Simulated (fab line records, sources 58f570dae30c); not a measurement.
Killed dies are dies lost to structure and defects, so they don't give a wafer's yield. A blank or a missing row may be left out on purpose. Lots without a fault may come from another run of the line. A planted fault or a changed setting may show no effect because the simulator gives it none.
Which tool did it? | flow berkeley_cmos170 | 14 lots, 42 wafers sampled, at 1 step of a route of 331

WHAT THE GAUGES READ, wafer by wafer
The record holds no reading of a measuring or inspecting step that can be judged against a usual standard deviation.

WHICH TOOL RAN EACH LOT (tool, then ch and the chambers of the sampled wafers, then the start)
lot  | UCB170_NVT_STRIP_08
L523 | plasma_asher-01 ch 0,1, day 5 18:54
L524 | plasma_asher-01 ch 0,1, day 5 19:10
L526 | plasma_asher-01 ch 1, day 6 04:19
L525 | plasma_asher-02 ch 0,1, day 6 04:23
L527 | plasma_asher-02 ch 0,1, day 6 20:23
L529 | plasma_asher-01 ch 0,1, day 7 03:02
L533 | plasma_asher-01 ch 1, day 7 09:06
L530 | plasma_asher-02 ch 0,1, day 7 09:25
L531 | plasma_asher-02 ch 0, day 7 09:50
L538 | plasma_asher-02 ch 0,1, day 9 01:08
L540 | plasma_asher-02 ch 0,1, day 9 12:44
L542 | plasma_asher-01 ch 0,1, day 9 22:51
L543 | plasma_asher-04 ch 0,1, day 9 23:06
L545 | plasma_asher-01 ch 0,1, day 10 09:14
- UCB170_NVT_STRIP_08: strips in O2.

WHAT THE TOOLS THEMSELVES READ (means of the sampled wafers that have a number; where no wafer has one, the mark that the record gives instead)
UCB170_NVT_STRIP_08. Usual: drypump_motor_current_A 5.7 A, standard deviation 0.58; oes_product_au 0.735 a.u., standard deviation 0.0043; strip_time_to_endpoint_s 21.61 s, standard deviation 0.06.
lot  | tool            | drypump_motor_current_A (A) | oes_product_au (a.u.) | strip_time_to_endpoint_s (s) | flag
L523 | plasma_asher-01 | 6.0                         | 0.735                 | 21.55                        |
L524 | plasma_asher-01 | 5.9                         | 0.731                 | 21.59                        |
L526 | plasma_asher-01 | 5.8                         | 0.735                 | 21.58                        |
L525 | plasma_asher-02 | 5.8                         | 0.735                 | 21.48                        |
L527 | plasma_asher-02 | 5.3                         | 0.731                 | 21.60                        |
L529 | plasma_asher-01 | 5.9                         | 0.733                 | 21.63                        |
L533 | plasma_asher-01 | 5.8                         | 0.737                 | 21.60                        |
L530 | plasma_asher-02 | 5.9                         | 0.735                 | 21.68                        |
L531 | plasma_asher-02 | 6.4                         | 0.742                 | 21.71                        |
L538 | plasma_asher-02 | 5.3                         | 0.858                 | 21.69                        | OFF
L540 | plasma_asher-02 | 5.3                         | 0.857                 | 21.64                        | OFF
L542 | plasma_asher-01 | 5.9                         | 0.738                 | 21.60                        |
L543 | plasma_asher-04 | 5.3                         | 0.734                 | 21.61                        |
L545 | plasma_asher-01 | 5.9                         | 0.736                 | 21.70                        |

THE ANSWER, worked out from the rows above alone
Rule: a lot is off if the mean of its wafers that have a number lies more than 3 standard deviations from the usual mean. A lot without any number at a reading at which 4 lots or more have one is off too. The other lots that the step has rows for count as sound. The gauges are gone through in route order, then the tools' own readings, and for those a lot's mean is taken as printed above. The first step at which some lot is off is used, and at that step the reading that is off furthest; a lot without a number counts as furthest.
Off: L538, L540, at UCB170_NVT_STRIP_08 (oes_product_au).
A tool fits if, at that step or a process step before it, it ran every lot that is off, and no sound lot after the first of them. One fits: plasma_asher-02 at UCB170_NVT_STRIP_08. Its last sound lot is L531 (day 7 09:50), its first lot that is off L538 (day 9 01:08): a fault that began between those two fits.
The tool's own readings at UCB170_NVT_STRIP_08 bear it out: on the lots that are off they differ by more than 5 times the standard deviation of the sound lots' means. oes_product_au reads 0.857 a.u. there against 0.735 a.u. on the sound lots.

WHAT THE SIMULATOR HAD PUT IN
Process parameter drift: plasma_asher-02, from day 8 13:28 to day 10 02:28, at UCB170_NVT_STRIP_08. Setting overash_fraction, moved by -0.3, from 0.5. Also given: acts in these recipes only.
Lots struck among those shown: L538, L540. The rule above found the same.
